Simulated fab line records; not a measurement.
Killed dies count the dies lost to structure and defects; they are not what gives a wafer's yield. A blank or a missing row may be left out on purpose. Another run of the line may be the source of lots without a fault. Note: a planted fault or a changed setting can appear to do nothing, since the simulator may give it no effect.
A struck lot beside a sound one	flow berkeley cmos170	15 out of 331 route steps
Sound: these wafers, L537.1, L537.4, L537.5. The struck wafers were L553.4, L553.5, L553.6. Last of all comes the cause.
Per side, at each step with rows, come the tool, then ch with its chambers, and then its first start. Under that, the readings that differ: sound wafers	struck wafers	difference of the means	sigmas: that difference in standard deviations of wafers without a fault.
alike: a reading whose means differ by less than 2 such deviations, as well as words and numbers matching on both sides. not compared: withheld readings; readings where some wafer has no value; bounds like >300 that might hide an equal value; numbers whose values overlap and for which the record gives no deviation.
Wherever a step has rows on one side only, a row that says differs or no value, or a row with sigmas, the two part there. Numbers that don't overlap but have no deviation are shown without sigmas and don't part them. A reading that every wafer of one side lacks parts them only if that side has two wafers or more.

UCB170_PWELL_THK_MEAS_03:
  struck on film metro-01, day 6 20:31; sound on film metro-01, day 3 12:41
  alike: PWELL_OXIDE_THK
then, 2 steps without rows for these wafers: UCB170_PWELL_ANNEAL_04 (time 900 s); UCB170_PWELL_CVD_05 (deposits Si3N4 from SiH2Cl2/NH3, target thk 220 nm, time 3300 s).
UCB170_PWELL_THK_MEAS_06:
  struck on film metro-03, day 7 04:14; sound on film metro-03, day 3 19:20
  alike: PWELL_NITRIDE_THK
then, 6 steps without rows for these wafers: UCB170_PWELL_HMDS_07 (prime time 60 s); UCB170_PWELL_COAT_08 (resist thk 900 nm); UCB170_PWELL_SOFTBAKE_09 (time 60 s); UCB170_PWELL_EXPOSE_10 (exposes mask PWELL, target cd 3000 nm); UCB170_PWELL_PEB_11; UCB170_PWELL_DEVELOP_12 (develop time 45 s).
UCB170_PWELL_OVL_MEAS_13:
  struck on overlay-02, day 7 05:33; sound on overlay-01, day 3 20:55
  alike: PWELL_OVL
UCB170_PWELL_ETCH_14: etches Si3N4 in CH3F/Ar/O2, stops on SiO2, target depth 242 nm, time 151 s.
  sound on rie diel-03 ch 0,3, day 3 20:57; struck on rie diel-01 ch 0,1, day 7 05:34
  alike: drypump motor current A, oes product au, throttle valve pct
  not compared: rf hours counter h
UCB170_PWELL_IMPLANT_15:
  sound on implanter-01 ch 0, day 3 21:03; struck on implanter-03 ch 0, day 7 05:44
reading	sound	struck	difference	sigmas
beam energy keV	60.000 60.004 59.985	61.349 61.331 61.330	+1.340	+67
model.implant.drp nm (nm)	64.7 64.7 64.7	65.44 65.44 65.44	+0.74	
UCB170_PWELL_STRIP_16: strips in O2.
  sound on plasma asher-01 ch 0,1, day 3 21:12; struck on plasma asher-01 ch 0,1, day 7 05:51
  alike: drypump motor current A, oes product au, strip time to endpoint s
  not compared: rf hours counter h
then, 1 step without rows for these wafers: UCB170_M3_PROBE_99.

== WHERE THEY PART ==
Within this record, at UCB170_PWELL_IMPLANT_15 only. Later steps at which nothing parts them and some readings are alike: UCB170_PWELL_STRIP_16.

WHY: what had been put in by the simulator
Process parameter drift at UCB170_PWELL_IMPLANT_15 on implanter-03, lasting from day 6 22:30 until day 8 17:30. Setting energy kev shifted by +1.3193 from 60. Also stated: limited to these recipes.
